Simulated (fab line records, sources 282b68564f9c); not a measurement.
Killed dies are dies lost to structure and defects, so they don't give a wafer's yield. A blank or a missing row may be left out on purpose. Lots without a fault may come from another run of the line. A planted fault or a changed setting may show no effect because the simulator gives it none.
fab line records | flow rit_cmos
record lots=15 wafers=45 last_day=7
route steps=202 shown GATE@93 PLDD@120 PSD@150 M1@202
lots that met no fault: from a run of the same line without faults
start_h: hours from the record's first day to the start of the lot's first wafer shown | wait_h: hours since the lot's step before | " the same as in the row above | L1.1+2: a row that stands for several wafers | - no value, or no start given | * or withheld: withheld | < > ~ a bound
route shown NAME@n: a module of which the file shows steps, and the number in the route of the first | usual: mean/standard deviation of fault-free wafers | same: alike in all rows | chamber/n: place in a boat | sites: the reading at each site | _std_site: their standard deviation | _edge_site: outer sites' mean less inner sites' | radius_mm: how far each site lies from the wafer's centre | mask NAME#n: copy n | behind: the tool/chamber that last shaped the wafer | hold: why the lot was held/for how many hours/how that ended | device: the transistor (n, p or np) that didn't switch | end of line: the same wafers' tests at the end of the route | a step without rows: its recipe alone | killed: dies lost to structure and defects at the first sort, not the wafer's yield | map: a wafer's dies, x killed, . not, _ none there
set.NAME: the setting as run; set.NAME@STEP: as run at that earlier step | model.NAME: the simulator's own value behind a step, which no gauge read
steps of the route over a sample of lots; a table a step, a row a wafer
services: from which hour (start_h, from the record's first day; less than 0 if before it) a tool's chamber was out of use, for how many hours, and why
## steps
# step RIT_GATE_OVL_MEAS_17
# usual GATE_OVL=0.4/1.5
# columns lot.wafer tool chamber start_h wait_h GATE_OVL[nm]
L366.1 overlay-01 - 40.16 0.1 0.6
L366.2 " - " " 1.2
L366.4 " - " " 0.4
L367.2 overlay-01 - 45.14 0.1 -0.8
L367.3 " - " " 1.2
L367.5 " - " " -0.4
L368.1 overlay-01 - 48.00 0.1 0.6
L368.4 " - " " 0.9
L368.6 " - " " 0.6
L369.1 overlay-02 - 55.83 0.1 0.8
L369.4 " - " " -0.6
L369.6 " - " " 1.3
L371.2 overlay-02 - 68.50 0.1 0.7
L371.3 " - " " -0.6
L371.6 " - " " 0.2
L372.1 overlay-02 - 69.36 0.1 -0.7
L372.3 " - " " -1.8
L372.6 " - " " 0.2
L373.1 overlay-02 - 77.37 0.1 -1.2
L373.4 " - " " -1.2
L373.6 " - " " -0.7
L375.1 overlay-01 - 86.41 0.1 -0.8
L375.4 " - " " -1.0
L375.5 " - " " -0.2
L376.1 overlay-01 - 90.93 0.1 -0.4
L376.2 " - " " -0.9
L376.3 " - " " -1.5
L377.3 overlay-02 - 100.25 0.1 -1.5
L377.4 " - " " -0.7
L377.5 " - " " -0.4
L380.2 overlay-01 - 113.58 0.1 3.0
L380.3 " - " " 1.3
L380.4 " - " " 0.8
L382.1 overlay-01 - 120.88 0.1 0.4
L382.5 " - " " -0.4
L382.6 " - " " 0.9
L383.3 overlay-02 - 129.85 0.1 0.4
L383.4 " - " " 0.3
L383.5 " - " " 1.5
L386.1 overlay-01 - 142.22 0.1 0.6
L386.3 " - " " 0.9
L386.5 " - " " 1.9
L388.1 overlay-01 - 148.91 0.1 0.4
L388.5 " - " " -0.9
L388.6 " - " " 1.6
# step RIT_GATE_STRIP_20
# recipe chemistry=O2 time_s=180 resist=NOVOLAK platen_temp_c=withheld power_w=500 pressure_mtorr=4000 o2_flow_sccm=4000
# usual drypump_motor_current_A=5.7/0.44 o2_flow_sccm=4003/12
# columns lot.wafer tool chamber start_h wait_h drypump_motor_current_A o2_flow_sccm rf_hours_counter_h
L366.1 plasma_asher-04 0 40.45 0.1 5.4 4010 38
L366.2 " 1 " " 5.9 3998 38
L366.4 " 1 " " 5.9 4014 -
L367.2 plasma_asher-04 0 45.43 0.1 5.4 4004 39
L367.3 " 0 " " 5.5 4031 -
L367.5 " 0 " " 5.4 4025 -
L368.1 plasma_asher-01 0 48.29 0.1 4.9 3999 42
L368.4 " 0 " " 4.9 3993 -
L368.6 " 1 " " 5.0 4018 -
L369.1 plasma_asher-03 1 56.12 0.1 5.8 4007 25
L369.4 " 0 " " 6.3 3989 -
L369.6 " 1 " " 5.8 4017 -
L371.2 plasma_asher-03 1 68.89 0.1 5.8 3991 27
L371.3 " 0 " " 6.3 3985 -
L371.6 " 0 " " 6.3 3996 -
L372.1 plasma_asher-04 1 69.65 0.1 5.9 3997 41
L372.3 " 0 " " 5.4 4019 -
L372.6 " 0 " " 5.4 4017 -
L373.1 plasma_asher-04 0 77.66 0.1 5.4 4022 42
L373.4 " 1 " " 5.9 4012 -
L373.6 " 0 " " 5.4 4024 -
L375.1 plasma_asher-03 0 86.71 0.1 6.3 3999 29
L375.4 " 0 " " 6.3 4023 -
L375.5 " 1 " " 5.8 4017 -
L376.1 plasma_asher-03 1 91.22 0.1 5.8 3984 29
L376.2 " 0 " " 6.3 4003 29
L376.3 " 1 " " 5.8 3987 -
L377.3 plasma_asher-03 1 100.59 0.1 5.9 4033 -
L377.4 " 0 " " 6.3 3993 -
L377.5 " 1 " " 5.8 4013 -
L380.2 plasma_asher-04 0 113.87 0.1 5.4 3997 46
L380.3 " 0 " " 5.4 4005 -
L380.4 " 1 " " 5.9 3993 -
L382.1 plasma_asher-01 1 121.17 0.1 5.0 4001 1
L382.5 " 1 " " 5.0 3992 -
L382.6 " 0 " " 4.9 3994 -
L383.3 plasma_asher-03 1 130.29 0.1 5.9 3983 -
L383.4 " 0 " " 6.3 4007 -
L383.5 " 1 " " 5.9 3995 -
L386.1 plasma_asher-04 0 142.52 0.1 5.4 4002 49
L386.3 " 1 " " 5.9 3988 -
L386.5 " 0 " " 5.4 4020 -
L388.1 plasma_asher-03 1 149.20 0.1 5.8 4001 35
L388.5 " 0 " " 6.3 3998 -
L388.6 " 1 " " 5.8 4017 -
# step RIT_PLDD_OVL_MEAS_06
# usual PLDD_OVL=0.9/1.3
# columns lot.wafer tool chamber start_h wait_h PLDD_OVL[nm]
L366.1 overlay-01 - 47.23 - -2.1
L366.2 " - " " -0.2
L366.4 " - " " -1.5
L367.2 overlay-01 - 52.13 - -1.2
L367.3 " - " " -0.4
L367.5 " - " " -0.1
L368.1 overlay-02 - 54.50 - 1.4
L368.4 " - " " 0.9
L368.6 " - " " 0.5
L369.1 overlay-01 - 63.22 - 0.7
L369.4 " - " " 0.6
L369.6 " - " " 0.8
L371.2 overlay-01 - 74.56 - 2.3
L371.3 " - " " 1.0
L371.6 " - " " 2.8
L372.1 overlay-01 - 76.82 - 2.0
L372.3 " - " " 1.9
L372.6 " - " " 1.8
L373.1 overlay-01 - 84.70 - 3.1
L373.4 " - " " 2.9
L373.6 " - " " 3.9
L375.1 overlay-02 - 93.10 - 1.1
L375.4 " - " " 1.4
L375.5 " - " " 1.1
L376.1 overlay-02 - 99.30 - 0.9
L376.2 " - " " 2.1
L376.3 " - " " 0.5
L377.3 overlay-01 - 106.89 - 1.6
L377.4 " - " " 2.0
L377.5 " - " " 1.9
L380.2 overlay-02 - 120.43 - 0.7
L380.3 " - " " -0.6
L380.4 " - " " -0.2
L382.1 overlay-02 - 128.14 - -1.0
L382.5 " - " " -0.4
L382.6 " - " " 0.5
L383.3 overlay-01 - 136.80 - 0.2
L383.4 " - " " 0.8
L383.5 " - " " -1.0
L386.1 overlay-01 - 148.66 - 2.8
L386.3 " - " " 4.3
L386.5 " - " " 2.5
L388.1 overlay-01 - 155.54 - -0.7
L388.5 " - " " -2.7
L388.6 " - " " -0.5
# step RIT_PSD_IMPLANT_08
# recipe species=BF2 energy_kev=27 dose_cm2=5e+15 tilt_deg=7
# usual beam_energy_keV=26.999/0.0078
# columns lot.wafer tool chamber start_h wait_h beam_energy_keV
L366.1 implanter-04 0 53.02 0.1 27.003
L366.2 " 0 " " 27.009
L366.4 " 0 " " 27.001
L367.2 implanter-03 0 59.03 0.1 27.003
L367.3 " 0 " " 26.983
L367.5 " 0 " " 26.995
L368.1 implanter-04 0 61.02 0.1 27.000
L368.4 " 0 " " 26.996
L368.6 " 0 " " 27.006
L369.1 implanter-02 0 69.04 0.1 27.010
L369.4 " 0 " " 27.016
L369.6 " 0 " " 27.012
L371.2 implanter-02 0 80.96 0.1 27.009
L371.3 " 0 " " 26.996
L371.6 " 0 " " 26.997
L372.1 implanter-02 0 82.71 0.1 27.004
L372.3 " 0 " " 27.003
L372.6 " 0 " " 27.018
L373.1 implanter-02 0 91.11 0.1 26.991
L373.4 " 0 " " 26.989
L373.6 " 0 " " 26.994
L375.1 implanter-02 0 98.75 0.1 25.113
L375.4 " 0 " " 25.121
L375.5 " 0 " " 25.104
L376.1 implanter-02 0 105.29 0.1 25.105
L376.2 " 0 " " 25.112
L376.3 " 0 " " 25.107
L377.3 implanter-02 0 113.67 0.1 25.119
L377.4 " 0 " " 25.114
L377.5 " 0 " " 25.118
L380.2 implanter-03 0 126.96 0.1 26.987
L380.3 " 0 " " 26.994
L380.4 " 0 " " 27.001
L382.1 implanter-04 0 133.88 0.1 26.992
L382.5 " 0 " " 26.998
L382.6 " 0 " " 26.996
L383.3 implanter-04 0 142.79 0.1 26.988
L383.4 " 0 " " 26.991
L383.5 " 0 " " 26.982
L386.1 implanter-03 0 154.31 0.1 27.010
L386.3 " 0 " " 26.999
L386.5 " 0 " " 27.006
L388.1 implanter-04 0 161.54 0.1 27.015
L388.5 " 0 " " 27.008
L388.6 " 0 " " 27.010
# step RIT_PSD_TW_MEAS_10
# usual PSD_TW=3433/17
# columns lot.wafer tool chamber start_h wait_h hold PSD_TW
L366.1 film_metro-03 - 53.35 0.1 - 3438
L366.2 " - " " - 3449
L366.4 " - " " - 3453
L367.2 film_metro-03 - 59.34 0.1 - 3453
L367.3 " - " " - 3463
L367.5 " - " " - 3452
L368.1 film_metro-03 - 61.35 0.1 - 3440
L368.4 " - " " - 3446
L368.6 " - " " - 3459
L369.1 film_metro-02 - 69.36 0.1 - 3430
L369.4 " - " " - 3431
L369.6 " - " " - 3443
L371.2 film_metro-02 - 81.27 0.1 - 3443
L371.3 " - " " - 3430
L371.6 " - " " - 3458
L372.1 film_metro-03 - 83.04 0.1 - 3454
L372.3 " - " " - 3432
L372.6 " - " " - 3456
L373.1 film_metro-02 - 91.43 0.1 - 3455
L373.4 " - " " - 3449
L373.6 " - " " - 3448
L375.1 film_metro-03 - 99.07 0.1 await_dispo/0.2h/release 3351
L375.4 " - " " await_dispo/0.2h/release 3355
L375.5 " - " " await_dispo/0.2h/release 3358
L375.1 film_metro-03 - 99.30 0.2 - 3352
L375.4 " - " " - 3354
L375.5 " - " " - 3323
L376.1 film_metro-01 - 105.62 0.1 await_dispo/0.2h/release 3351
L376.2 " - " " await_dispo/0.2h/release 3368
L376.3 " - " " await_dispo/0.2h/release 3344
L376.1 film_metro-01 - 105.84 0.2 - 3350
L376.2 " - " " - 3347
L376.3 " - " " - 3352
L377.3 film_metro-02 - 113.96 0.1 - 3390
L377.4 " - " " - 3384
L377.5 " - " " - 3394
L380.2 film_metro-03 - 127.27 0.1 - 3438
L380.3 " - " " - 3444
L380.4 " - " " - 3450
L382.1 film_metro-01 - 134.21 0.1 - 3433
L382.5 " - " " - 3419
L382.6 " - " " - 3431
L383.3 film_metro-02 - 143.08 0.1 - 3412
L383.4 " - " " - 3430
L383.5 " - " " - 3425
L386.1 film_metro-02 - 154.63 0.1 - 3447
L386.3 " - " " - 3438
L386.5 " - " " - 3429
L388.1 film_metro-02 - 161.86 0.1 - 3427
L388.5 " - " " - 3421
L388.6 " - " " - 3448
# step RIT_SDANNEAL_RS_MEAS_04
# recipe thk_meas_gauge=four-point-probe
# usual PSD_RS=116.1/0.33
# columns lot.wafer tool chamber start_h wait_h hold PSD_RS[ohm/sq]
L366.1 film_metro-01 - 53.85 0.0 - 116.2
L366.2 " - " " - 116.3
L366.4 " - " " - 116.2
L367.2 film_metro-01 - 60.05 0.1 - 116.3
L367.3 " - " " - 116.5
L367.5 " - " " - 116.6
L368.1 film_metro-02 - 61.83 0.0 - 116.0
L368.4 " - " " - 116.6
L368.6 " - " " - 116.1
L369.1 film_metro-02 - 69.85 0.0 - 115.9
L369.4 " - " " - 116.0
L369.6 " - " " - 116.4
L371.2 film_metro-02 - 81.77 0.1 - 116.1
L371.3 " - " " - 116.0
L371.6 " - " " - 116.3
L372.1 film_metro-03 - 83.52 0.0 - 116.6
L372.3 " - " " - 116.2
L372.6 " - " " - 116.4
L373.1 film_metro-02 - 91.95 0.0 - 115.7
L373.4 " - " " - 115.8
L373.6 " - " " - 116.1
L375.1 film_metro-03 - 109.67 0.0 await_dispo/0.2h/release 120.5
L375.4 " - " " await_dispo/0.2h/release 120.1
L375.5 " - " " await_dispo/0.2h/release 120.2
L375.1 film_metro-03 - 109.96 0.3 - 120.5
L375.4 " - " " - 120.6
L375.5 " - " " - 120.3
L376.1 film_metro-03 - 111.47 0.0 await_dispo/0.2h/release 120.7
L376.2 " - " " await_dispo/0.2h/release 121.0
L376.3 " - " " await_dispo/0.2h/release 120.7
L376.1 film_metro-03 - 111.76 0.3 - 120.9
L376.2 " - " " - 120.9
L376.3 " - " " - 120.7
L377.3 film_metro-01 - 114.90 0.1 await_dispo/0.2h/release 120.5
L377.4 " - " " await_dispo/0.2h/release 121.0
L377.5 " - " " await_dispo/0.2h/release 120.6
L377.3 film_metro-01 - 115.26 0.3 - 120.3
L377.4 " - " " - 120.7
L377.5 " - " " - 121.0
L380.2 film_metro-01 - 127.95 0.1 - 116.0
L380.3 " - " " - 116.3
L380.4 " - " " - 116.2
L382.1 film_metro-03 - 134.71 0.0 - 115.8
L382.5 " - " " - 116.0
L382.6 " - " " - 115.9
L383.3 film_metro-02 - 143.59 0.1 - 116.2
L383.4 " - " " - 116.1
L383.5 " - " " - 116.5
L386.1 film_metro-01 - 155.13 0.0 - 115.5
L386.3 " - " " - 115.8
L386.5 " - " " - 115.7
L388.1 film_metro-02 - 162.35 0.0 - 115.7
L388.5 " - " " - 115.9
L388.6 " - " " - 115.6
# step RIT_M1_PROBE_99
# usual killed_at_M0_to_M3=0.0/0.083 killed_at_contacts=0.0/0.18 killed_at_front_end=7/3.4 killed_dies=7/3.4 killed_open=3.4/2 killed_short=3.6/2.1
# same gross_dies=264 killed_at_M4_up=0 killed_at_back_side=0 killed_at_other=0
# columns lot.wafer tool chamber start_h wait_h killed_at_M0_to_M3 killed_at_contacts killed_at_front_end killed_dies killed_open killed_short
L366.1 prober-01 - 61.28 0.1 0 0 5 5 4 1
L366.2 prober-01 - 61.33 0.1 0 0 11 11 4 7
L366.4 prober-01 - 61.43 0.2 0 0 5 5 5 0
L367.2 prober-01 - 67.45 0.1 0 0 9 9 3 6
L367.3 prober-01 - 67.50 0.2 0 0 11 11 6 5
L367.5 prober-01 - 67.60 0.2 0 0 10 10 4 6
L368.1 prober-02 - 69.46 0.1 1 0 4 5 4 1
L368.4 prober-02 - 69.61 0.2 0 0 5 5 1 4
L368.6 prober-02 - 69.71 0.2 0 0 4 4 1 3
L369.1 prober-01 - 77.47 0.1 0 0 5 5 2 3
L369.4 prober-01 - 77.62 0.2 0 0 10 10 8 2
L369.6 prober-01 - 77.72 0.2 0 0 6 6 3 3
L371.2 prober-01 - 89.14 0.1 0 0 7 7 3 4
L371.3 prober-01 - 89.19 0.2 0 0 6 6 2 4
L371.6 prober-01 - 89.34 0.2 0 0 3 3 2 1
L372.1 prober-02 - 91.79 0.1 0 0 5 5 2 3
L372.3 prober-02 - 91.89 0.2 0 0 8 8 4 4
L372.6 prober-02 - 92.04 0.2 0 0 2 2 2 0
L373.1 prober-01 - 99.33 0.1 0 0 8 8 3 5
L373.4 prober-01 - 99.48 0.2 0 1 12 13 7 6
L373.6 prober-01 - 99.58 0.2 0 0 5 5 1 4
L376.1 prober-02 - 121.59 0.1 0 1 8 9 4 5
L376.2 prober-02 - 121.64 0.1 0 0 8 8 4 4
L376.3 prober-02 - 121.69 0.2 0 0 7 7 3 4
L375.4 prober-01 - 123.47 0.2 0 0 9 9 5 4
L375.5 prober-01 - 123.52 0.2 0 0 12 12 6 6
L377.3 prober-01 - 125.98 0.2 0 0 13 13 6 7
L380.2 prober-01 - 135.43 0.1 0 0 7 7 4 3
L380.3 prober-01 - 135.48 0.2 0 0 12 12 9 3
L380.4 prober-01 - 135.53 0.2 0 0 8 8 5 3
L382.1 prober-01 - 142.10 0.1 0 0 11 11 4 7
L382.5 prober-01 - 142.30 0.2 0 0 5 5 2 3
L382.6 prober-01 - 142.35 0.2 0 0 7 7 4 3
L383.3 prober-02 - 151.34 0.2 0 0 2 2 2 0
L383.4 prober-02 - 151.39 0.2 0 0 7 7 3 4
L383.5 prober-02 - 151.44 0.2 0 0 9 9 4 5
L386.1 prober-02 - 162.57 0.1 0 0 10 10 6 4
L386.3 prober-02 - 162.67 0.2 0 0 2 2 0 2
L386.5 prober-02 - 162.77 0.2 0 0 2 2 1 1
L388.1 prober-02 - 169.99 0.1 0 0 7 7 5 2
L388.5 prober-02 - 170.19 0.2 0 0 12 12 3 9
L388.6 prober-02 - 170.24 0.2 0 0 7 7 4 3
# killed by level:class
L366.1 SILICIDE:geometric_particle:open=2 FOX1:geometric_particle:open=1 GATE:geometric_particle:open=1 SILICIDE:geometric_particle:short=1
L366.2 SILICIDE:geometric_particle:short=3 FOX2:geometric_particle:open=2 FOX2:geometric_particle:short=2 FOX1:geometric_particle:open=1 GATE:geometric_particle:short=1 REOX:geometric_particle:open=1 REOX:geometric_particle:short=1
L366.4 REOX:geometric_particle:open=2 FOX1:geometric_particle:open=1 GATE:geometric_particle:open=1 SILICIDE:geometric_particle:open=1
L367.2 FOX1:geometric_particle:short=2 SPACER:geometric_particle:short=2 FOX2:geometric_particle:open=1 GATE:geometric_particle:short=1 GATE:geometric_particle:open=1 SPACER:geometric_particle:open=1 SILICIDE:geometric_particle:short=1
L367.3 FOX1:geometric_particle:open=2 GATE:geometric_particle:short=2 SPACER:geometric_particle:short=2 SILICIDE:geometric_particle:open=2 FOX2:geometric_particle:open=1 SPACER:geometric_particle:open=1 SILICIDE:geometric_particle:short=1
L367.5 SILICIDE:geometric_particle:open=3 GATE:geometric_particle:short=2 SILICIDE:geometric_particle:short=2 FOX1:geometric_particle:short=1 FOX1:geometric_particle:open=1 FOX2:geometric_particle:short=1
L368.1 FOX1:geometric_particle:open=2 FOX1:geometric_particle:short=1 GATE:geometric_particle:open=1 M1:geometric_particle:open=1
L368.4 GATE:geometric_particle:short=2 GATE:geometric_particle:open=1 REOX:geometric_particle:short=1 SILICIDE:geometric_particle:short=1
L368.6 FOX1:geometric_particle:short=1 GATE:geometric_particle:short=1 GATE:geometric_particle:open=1 REOX:geometric_particle:short=1
L369.1 SILICIDE:geometric_particle:open=2 FOX1:geometric_particle:short=1 GATE:geometric_particle:short=1 SILICIDE:geometric_particle:short=1
L369.4 GATE:geometric_particle:open=3 REOX:geometric_particle:open=2 SPACER:geometric_particle:open=2 GATE:geometric_particle:short=1 SILICIDE:geometric_particle:open=1 SILICIDE:geometric_particle:short=1
L369.6 FOX1:geometric_particle:open=2 ACTIVE:geometric_particle:short=1 GATE:geometric_particle:open=1 REOX:geometric_particle:short=1 SILICIDE:geometric_particle:short=1
L371.2 SILICIDE:geometric_particle:open=3 GATE:geometric_particle:short=2 FOX1:geometric_particle:short=1 SILICIDE:geometric_particle:short=1
L371.3 GATE:geometric_particle:short=2 GATE:geometric_particle:open=1 REOX:geometric_particle:short=1 SILICIDE:geometric_particle:short=1 SILICIDE:geometric_particle:open=1
L371.6 FOX1:geometric_particle:short=1 REOX:geometric_particle:open=1 SILICIDE:geometric_particle:open=1
L372.1 FOX2:geometric_particle:short=1 GATE:geometric_particle:open=1 GATE:geometric_particle:short=1 REOX:geometric_particle:short=1 SILICIDE:geometric_particle:open=1
L372.3 GATE:geometric_particle:short=3 GATE:geometric_particle:open=2 FOX1:geometric_particle:short=1 FOX1:geometric_particle:open=1 REOX:geometric_particle:open=1
L372.6 GATE:geometric_particle:open=2
L373.1 GATE:geometric_particle:open=2 SPACER:geometric_particle:short=2 FOX2:geometric_particle:short=1 GATE:geometric_particle:short=1 REOX:geometric_particle:open=1 SILICIDE:geometric_particle:short=1
L373.4 GATE:geometric_particle:short=4 GATE:geometric_particle:open=2 SPACER:geometric_particle:short=2 SILICIDE:geometric_particle:open=2 FOX2:geometric_particle:open=1 SPACER:geometric_particle:open=1 CONTACT:geometric_particle:open=1
L373.6 REOX:geometric_particle:short=2 FOX2:geometric_particle:short=1 REOX:geometric_particle:open=1 SILICIDE:geometric_particle:short=1
L376.1 GATE:geometric_particle:open=4 GATE:geometric_particle:short=3 SILICIDE:geometric_particle:short=1 CONTACT:geometric_particle:short=1
L376.2 GATE:geometric_particle:open=2 SILICIDE:geometric_particle:short=2 FOX1:geometric_particle:open=1 GATE:geometric_particle:short=1 REOX:geometric_particle:short=1 REOX:geometric_particle:open=1
L376.3 GATE:geometric_particle:short=3 FOX1:geometric_particle:open=2 SPACER:geometric_particle:open=1 SILICIDE:geometric_particle:short=1
L375.4 GATE:geometric_particle:open=3 GATE:geometric_particle:short=2 FOX2:geometric_particle:short=1 REOX:geometric_particle:open=1 SILICIDE:geometric_particle:short=1 SILICIDE:geometric_particle:open=1
L375.5 GATE:geometric_particle:open=2 GATE:geometric_particle:short=2 REOX:geometric_particle:short=2 FOX1:geometric_particle:short=1 FOX2:geometric_particle:open=1 REOX:geometric_particle:open=1 SPACER:geometric_particle:open=1 SILICIDE:geometric_particle:open=1
L377.3 FOX1:geometric_particle:open=2 FOX1:geometric_particle:short=2 REOX:geometric_particle:short=2 FOX2:geometric_particle:open=1 FOX2:geometric_particle:short=1 GATE:geometric_particle:short=1 GATE:geometric_particle:open=1 SPACER:geometric_particle:open=1
L380.2 FOX1:geometric_particle:open=2 FOX2:geometric_particle:open=1 FOX2:geometric_particle:short=1 GATE:geometric_particle:open=1 REOX:geometric_particle:short=1 SILICIDE:geometric_particle:short=1
L380.3 SPACER:geometric_particle:open=4 FOX1:geometric_particle:open=2 FOX1:geometric_particle:short=2 GATE:geometric_particle:open=2 FOX2:geometric_particle:open=1 REOX:geometric_particle:short=1
L380.4 REOX:geometric_particle:open=3 REOX:geometric_particle:short=2 FOX2:geometric_particle:short=1 SPACER:geometric_particle:open=1 SILICIDE:geometric_particle:open=1
L382.1 GATE:geometric_particle:short=3 REOX:geometric_particle:short=2 REOX:geometric_particle:open=2 FOX1:geometric_particle:short=1 FOX1:geometric_particle:open=1 FOX2:geometric_particle:short=1 GATE:geometric_particle:open=1
L382.5 FOX1:geometric_particle:short=2 SPACER:geometric_particle:open=1 SILICIDE:geometric_particle:short=1 SILICIDE:geometric_particle:open=1
L382.6 FOX1:geometric_particle:short=1 GATE:geometric_particle:open=1 GATE:geometric_particle:short=1 REOX:geometric_particle:short=1 REOX:geometric_particle:open=1 SPACER:geometric_particle:open=1 SILICIDE:geometric_particle:open=1
L383.3 GATE:geometric_particle:open=1 SPACER:geometric_particle:open=1
L383.4 FOX2:geometric_particle:open=1 FOX2:geometric_particle:short=1 GATE:geometric_particle:short=1 GATE:geometric_particle:open=1 SPACER:geometric_particle:short=1 SPACER:geometric_particle:open=1 SILICIDE:geometric_particle:short=1
L383.5 GATE:geometric_particle:short=2 SPACER:geometric_particle:open=2 SPACER:geometric_particle:short=2 FOX1:geometric_particle:short=1 GATE:geometric_particle:open=1 REOX:geometric_particle:open=1
L386.1 GATE:geometric_particle:open=2 SPACER:geometric_particle:open=2 FOX1:geometric_particle:short=1 FOX2:geometric_particle:open=1 GATE:geometric_particle:short=1 REOX:geometric_particle:short=1 SILICIDE:geometric_particle:short=1 SILICIDE:geometric_particle:open=1
L386.3 FOX2:geometric_particle:short=1 SPACER:geometric_particle:short=1
L386.5 REOX:geometric_particle:short=1 SILICIDE:geometric_particle:open=1
L388.1 GATE:geometric_particle:open=2 FOX1:geometric_particle:open=1 FOX2:geometric_particle:open=1 GATE:geometric_particle:short=1 SPACER:geometric_particle:short=1 SPACER:geometric_particle:open=1
L388.5 GATE:geometric_particle:short=3 SPACER:geometric_particle:short=3 FOX2:geometric_particle:short=2 GATE:geometric_particle:open=2 SPACER:geometric_particle:open=1 SILICIDE:geometric_particle:short=1
L388.6 GATE:geometric_particle:open=3 FOX1:geometric_particle:short=1 FOX2:geometric_particle:short=1 REOX:geometric_particle:short=1 SPACER:geometric_particle:open=1
## services
# columns tool chamber start_h hours kind
implanter-02 - 19.58 6.0 repair
implanter-02 - 23.83 3.8 repair
implanter-02 - 27.58 5.1 pm
plasma_asher-01 - 40.16 3.9 repair
plasma_asher-04 - 46.52 3.4 repair
plasma_asher-04 - 59.29 5.9 repair
implanter-02 - 62.72 1.9 repair
plasma_asher-04 - 68.83 0.6 repair
plasma_asher-03 - 101.48 7.2 repair
plasma_asher-01 - 108.75 9.0 pm
plasma_asher-01 0 108.75 9.0 vent_cycle
plasma_asher-01 1 108.75 9.0 vent_cycle
implanter-04 - 109.88 23.9 pm
implanter-03 - 115.62 1.6 repair
plasma_asher-01 0 117.75 - clean
plasma_asher-01 1 117.75 - clean
implanter-04 - 134.03 2.0 pm
## key
first_sign step=RIT_PSD_IMPLANT_08 reading=beam_energy_keV direction=down sigmas=99+ usual=26.999 struck=25.112
effect step=RIT_PSD_TW_MEAS_10 reading=visit direction=added
effect step=RIT_SDANNEAL_RS_MEAS_04 reading=visit direction=added
effect step=RIT_SDANNEAL_RS_MEAS_04 reading=PSD_RS direction=up sigmas=14 usual=116.1 struck=120.6
met_at RIT_PSD_IMPLANT_08
struck_lots L375,L376,L377
rows_end L375.1,L377.4,L377.5
tester_left_out L375,L376,L377
not_acting_at RIT_GATE_OVL_MEAS_17,RIT_GATE_STRIP_20,RIT_PLDD_OVL_MEAS_06
onset_between 91.11 98.75
fault kind=process_parameter_drift tool=implanter-02 chamber=- onset_h=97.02 steps=RIT_PSD_IMPLANT_08 channel=energy_kev offset=-1.89 shape=step end_h=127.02 acts_in=these_recipes_only stated=27
# tester_left_out: of these lots the tester's yield and bins aren't shown, on N5 and GAA mostly nor the transistor test; their killed dies are dies lost to structure and defects alone, not to doping, threshold or leakage, so they don't give the yield
# rows_end: these wafers met a further fault down the route, and their rows from its step on are left out
